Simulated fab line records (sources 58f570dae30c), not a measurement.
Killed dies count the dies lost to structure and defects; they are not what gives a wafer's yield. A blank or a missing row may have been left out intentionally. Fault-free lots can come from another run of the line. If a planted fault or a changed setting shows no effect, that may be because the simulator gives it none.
Shared-tool check -- flow berkeley cmos170 -- Sampled: 14 lots, 42 wafers

## WHY THIS WAS OPENED
At UCB170_V2_THK_MEAS_01 the reading V2_TEOS_THK is flagged on 2 of 14 lots. Fault-free wafers read 2001 nm, with a standard deviation of 23.
Rule: a lot gets a flag if all its wafers with a number sit over 4 standard deviations from that mean, or if no wafer of it has a number. As for the other lots, they are considered sound.

lot,measured,on,"V2_TEOS_THK (nm), wafer by wafer",flag
L700,day 8 05:40,film metro-04,2000 2024 2040,
L699,day 8 05:52,film metro-03,2009 2032 2024,
L698,day 8 13:05,film metro-03,1987 1983 2008,
L701,day 9 06:52,film metro-03,1960 1991 1998,
L703,day 9 07:08,film metro-04,2030 2009 2041,
L702,day 9 08:13,film metro-04,2007 1997 2041,
L705,day 9 12:35,film metro-02,1990 2006 2023,
L704,day 9 12:56,film metro-03,1983 2004 1999,
L706,day 9 20:08,film metro-03,1980 1977 2012,
L708,day 10 12:55,film metro-03,1991 1992 2040,
L709,day 10 13:04,film metro-02,3691 3681 3733,FLAGGED
L713,day 11 15:14,film metro-02,3686 3730 3743,FLAGGED
L717,day 12 19:44,film metro-03,2001 1973 1994,
L718,day 13 07:25,film metro-03,1949 2002 2006,
Average over the flagged lots: 3711 nm; offset from the usual +1710 nm, equal to +74 standard deviations.

## LOT BY LOT: THE TOOL USED
The record keeps 1 process step preceding the reading, out of 331 steps on the route. In each cell: the tool, then ch and the chambers that the sampled wafers went through, then the start.
lot,flag,UCB170_V2_CVD_00
L700,,"pecvd-01 ch 0,1, day 8 05:31"
L699,,"pecvd-03 ch 0,1, day 8 05:41"
L698,,"pecvd-01 ch 1,2, day 8 12:56"
L701,,"pecvd-04 ch 0,2, day 9 06:42"
L703,,"pecvd-03 ch 0,2, day 9 06:59"
L702,,"pecvd-01 ch 0,1,2, day 9 08:03"
L705,,"pecvd-03 ch 0,1,2, day 9 12:29"
L704,,"pecvd-04 ch 0,2, day 9 12:45"
L706,,"pecvd-04 ch 0,2, day 9 19:53"
L708,,"pecvd-03 ch 0,2, day 10 12:45"
L709,FLAGGED,"pecvd-04 ch 1,2, day 10 12:54"
L713,FLAGGED,"pecvd-04 ch 0,1, day 11 15:04"
L717,,"pecvd-01 ch 0,1, day 12 19:35"
L718,,"pecvd-03 ch 0,2, day 13 07:14"
What is done by these steps:
- UCB170_V2_CVD_00: deposits SiO2 from TEOS/O2, target thk 2000 nm, time 250 s.
- UCB170_V2_THK_MEAS_01

## FLAGGED OVER TOTAL, TOOL BY TOOL (the gauges that took the reading come last)
step,tool,lots run,flagged,share of the flagged lots,sound lots run after its first flagged lot
UCB170_V2_CVD_00,pecvd-01,4,0,none,-
UCB170_V2_CVD_00,pecvd-03,5,0,none,-
UCB170_V2_CVD_00,pecvd-04,5,2,all,0
UCB170_V2_THK_MEAS_01,film metro-02,3,2,all,0
UCB170_V2_THK_MEAS_01,film metro-03,8,0,none,-
UCB170_V2_THK_MEAS_01,film metro-04,3,0,none,-

## WHAT THE TABLE PERMITS
Rows of the table that ran all the flagged lots, 2 in number: pecvd-04 at UCB170_V2_CVD_00; film metro-02 at UCB170_V2_THK_MEAS_01.
- pecvd-04 at UCB170_V2_CVD_00 ran 5 lots, 2 of them flagged. It ran its last sound lot, L706, at day 9 19:53 and its first flagged lot, L709, at day 10 12:54: a fault with its onset between the two fits.
- film metro-02 at UCB170_V2_THK_MEAS_01 ran 3 lots, 2 of them flagged. It ran its last sound lot, L705, at day 9 12:35 and its first flagged lot, L709, at day 10 13:04: a fault with its onset between the two fits.
Because each of these 2 tools fits a fault that began at some hour, counting lots does not separate them. More lots, or a look at what each step does to the wafer, might.

## WHAT THE SIMULATOR HAD PUT IN
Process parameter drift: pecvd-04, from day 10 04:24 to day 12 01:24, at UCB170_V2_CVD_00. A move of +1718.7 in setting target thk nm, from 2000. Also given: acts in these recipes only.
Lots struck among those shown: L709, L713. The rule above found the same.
